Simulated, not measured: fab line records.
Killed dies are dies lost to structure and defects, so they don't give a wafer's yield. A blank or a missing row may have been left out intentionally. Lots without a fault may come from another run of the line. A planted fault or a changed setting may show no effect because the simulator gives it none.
Which tool is to blame? :: flow rit-cmos :: 7 lots, 21 wafers sampled, at 1 step of a route of 202

## WHAT THE GAUGES SHOWED, per wafer
RIT_NSD_OVL_MEAS_06.
lot: L277
measured: day 3 11:31
on: overlay-02
NSD_OVL (nm): 0.9 0.1 0.3

lot: L280
measured: day 4 04:09
on: overlay-02
NSD_OVL (nm): -1.0 0.2 -1.2

lot: L282
measured: day 4 10:26
on: overlay-01
NSD_OVL (nm): 0.8 2.1 2.1

lot: L286
measured: day 5 03:53
on: overlay-01
NSD_OVL (nm): -0.1 -0.3 2.7

lot: L293
measured: day 6 14:01
on: overlay-01
NSD_OVL (nm): 1.0 0.6 2.3

lot: L296
measured: day 7 08:23
on: overlay-01
NSD_OVL (nm): 2.0 4.3 4.1

lot: L299
measured: day 8 01:11
on: overlay-01
NSD_OVL (nm): 2.4 2.0 2.5

## EACH LOT AND THE TOOL THAT RAN IT (in order: tool; ch and the chambers of the sampled wafers; start)
Record: no process step prior to these readings.

## THE ANSWER, worked out from the rows above alone
Rule: usual is defined by the lots themselves. The widest of any qualifying gaps counts: lots, ordered by their means at a reading, are off when they make up no more than a third of the lots, leave a main group of 4 or more, and stand apart from it by 3 or more times the standard deviation of that group's means. A main group is skipped when, at the precision printed for the reading in the tables above, its means are all equal. Also off: a lot with no number at a reading for which 4 or more lots have one. All remaining lots with rows at the step are treated as sound.
None of the lots is off at any reading shown; this tells nothing.

## WHAT THE SIMULATOR HAD PUT IN
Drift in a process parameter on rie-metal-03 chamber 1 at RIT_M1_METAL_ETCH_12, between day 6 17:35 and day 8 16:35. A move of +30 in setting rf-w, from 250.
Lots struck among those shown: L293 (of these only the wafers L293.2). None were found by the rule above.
